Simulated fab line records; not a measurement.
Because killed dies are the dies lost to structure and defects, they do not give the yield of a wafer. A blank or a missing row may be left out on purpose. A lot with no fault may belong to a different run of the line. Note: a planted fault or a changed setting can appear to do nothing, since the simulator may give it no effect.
A struck lot beside a sound one :: flow rit-cmos :: 43 out of 202 route steps
Sound: wafers L265.1, L265.2, L265.4. Wafers L271.3, L271.4, L271.5 were the ones struck. Last of all comes the cause.
At each step with rows: each side's tool, then ch and its chambers, then its first start. Under that, the readings that differ: sound wafers :: struck wafers :: difference of the means :: sigmas: that difference in standard deviations of wafers without a fault.
alike: readings with means less than 2 such deviations apart, plus words and numbers identical on both sides. not compared: withheld readings, readings lacking a value on some wafer, bounds such as >300 that could conceal the same value, and numbers that have no deviation in the record and whose values overlap.
The two part at a step that has a row with sigmas, a row that says differs or no value, or rows on one side only. Numbers that don't overlap but have no deviation are shown without sigmas and don't part them. A reading that every wafer of one side lacks parts them only if that side has two wafers or more.

first, 4 steps without rows for these wafers: RIT_ACTIVE_SOFTBAKE_07 (time 60 s); RIT_ACTIVE_EXPOSE_08 (exposes mask M1, target cd 1400 nm); RIT_ACTIVE_PEB_09; RIT_ACTIVE_DEVELOP_10 (develop time 50 s).
RIT_ACTIVE_CD_MEAS_11: the cd target is 1400 nm.
  sound: cd-sem-01 at day 1 14:34; struck: cd-sem-02 at day 2 22:30
  alike: cd-nm
then, 1 step without rows for these wafers: RIT_ACTIVE_HARDBAKE_12 (time 60 s).
RIT_ACTIVE_ETCH_13: etches Si3N4 in SF6, stops on SiO2, time 210 s, target depth 210 nm.
  sound on rie-diel-01 ch 0,1,2, day 1 14:59; struck on rie-diel-01 ch 0,1, day 2 22:44
  alike: SF6_flow_sccm, chamber-pressure-mTorr, drypump-motor-current-A, oes-product-au, throttle-valve-pct
  not compared: rf-hours-counter-h
RIT_ACTIVE_STRIP_14: strips in O2, time 180 s.
  sound on plasma-asher-01 ch 0,1, day 1 15:07; struck on plasma-asher-01 ch 0,1, day 2 22:55
  alike: chamber-pressure-mTorr, drypump-motor-current-A
  not compared: rf-hours-counter-h
RIT_ACTIVE_CD_MEAS_90: the cd target is 1400 nm.
  sound: cd-sem-01 at day 1 15:17; struck: cd-sem-02 at day 2 23:05
  alike: cd-nm
then, 3 steps without rows for these wafers: RIT_ACTIVE_CLEAN_15 (cleans in SC1, time 600 s); RIT_ACTIVE_CLEAN_16 (cleans in dHF, time 30 s); RIT_ACTIVE_CLEAN_17 (cleans in SC2, time 600 s).
RIT_FOX1_OXIDATION_00: target thk 350.7 nm, ox time 1130 s.
  sound on furnace-01 ch 0, day 1 19:05; struck on furnace-04 ch 0, day 3 00:59
reading: spike-tc-load-C (C)
sound: 1127 1127 1128
struck: 1117 1119 1117
difference: -10
sigmas: -2

reading: spike-tc-source-C (C)
sound: 1129.0 1129.0 1126.4
struck: 1120.0 1119.9 1120.9
difference: -7.9
sigmas: -3
  alike: spike-tc-centre-C
RIT_FOX1_THK_MEAS_01:
  sound: film-metro-02 at day 1 20:23; struck: film-metro-03 at day 3 02:19
  alike: FOX1_OXIDE_THK
then, 2 steps without rows for these wafers: RIT_FOX1_WET_ETCH_02 (etches SiO2 in BOE, target depth 350 nm, time 390 s); RIT_FOX2_OXIDATION_00 (target thk 350.7 nm, ox time 1130 s).
RIT_FOX2_THK_MEAS_01:
  sound: film-metro-03 at day 2 02:11; struck: film-metro-01 at day 3 06:38
  alike: FOX2_OXIDE_THK
then, 2 steps without rows for these wafers: RIT_FOX2_CLEAN_02 (cleans in dHF, time 180 s); RIT_FOX2_WET_ETCH_03 (etches Si3N4 in H3PO4, target depth 195 nm, time 2700 s).
RIT_FOX2_THK_MEAS_90:
  sound: film-metro-01 at day 2 03:08; struck: film-metro-03 at day 3 07:31
  alike: FIELD_OXIDE_LEFT_1_THK
then, 6 steps without rows for these wafers: RIT_NWELL_HMDS_00 (prime time 58.79 s); RIT_NWELL_COAT_01 (resist thk 1300 nm); RIT_NWELL_SOFTBAKE_02 (time 60 s); RIT_NWELL_EXPOSE_03 (exposes mask M2, target cd 43900 nm); RIT_NWELL_PEB_04; RIT_NWELL_DEVELOP_05 (develop time 68 s).
RIT_NWELL_OVL_MEAS_06:
  sound: overlay-02 at day 2 04:11; struck: overlay-02 at day 3 08:45
  alike: NWELL_OVL
then, 2 steps without rows for these wafers: RIT_NWELL_HARDBAKE_07 (time 120 s); RIT_NWELL_IMPLANT_08.
RIT_NWELL_STRIP_09: strips in O2, time 180 s.
  sound on plasma-asher-02 ch 0,1, day 2 04:38; struck on plasma-asher-02 ch 0,1, day 3 09:14
  alike: chamber-pressure-mTorr, drypump-motor-current-A
  not compared: rf-hours-counter-h
RIT_NWELL_TW_MEAS_10:
  sound: film-metro-01 at day 2 04:49; struck: film-metro-03 at day 3 09:22
  alike: NWELL_TW
then, 6 steps without rows for these wafers: RIT_PWELL_HMDS_00 (prime time 60 s); RIT_PWELL_COAT_01 (resist thk 1300 nm); RIT_PWELL_SOFTBAKE_02 (time 60 s); RIT_PWELL_EXPOSE_03 (exposes mask M3, target cd 43700 nm); RIT_PWELL_PEB_04; RIT_PWELL_DEVELOP_05 (develop time 68 s).
RIT_PWELL_OVL_MEAS_06:
  sound: overlay-01 at day 2 05:52; struck: overlay-02 at day 3 10:31
reading: PWELL_OVL (nm)
sound: 2.1 1.2 2.4
struck: -0.4 -2.6 -2.8
difference: -3.8
sigmas: -3
then, 2 steps without rows for these wafers: RIT_PWELL_HARDBAKE_07 (time 120 s); RIT_PWELL_IMPLANT_08.
RIT_PWELL_STRIP_09: strips in O2, time 180 s.
  sound on plasma-asher-01 ch 0,1, day 2 06:19; struck on plasma-asher-04 ch 0,1, day 3 11:00
  alike: chamber-pressure-mTorr, drypump-motor-current-A
  not compared: rf-hours-counter-h
RIT_PWELL_TW_MEAS_10:
  sound: film-metro-01 at day 2 06:29; struck: film-metro-03 at day 3 11:08
  alike: PWELL_TW
RIT_M1_PROBE_99:
  only the struck wafers here have rows in the record (prober-02, day 5 09:46); the sound ones have none

WHERE THEY PART
First at RIT_FOX1_OXIDATION_00; last, within this record, at RIT_M1_PROBE_99.

WHY: what had been put in by the simulator
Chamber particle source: furnace-04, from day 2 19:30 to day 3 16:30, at RIT_FOX1_OXIDATION_00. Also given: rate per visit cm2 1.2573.
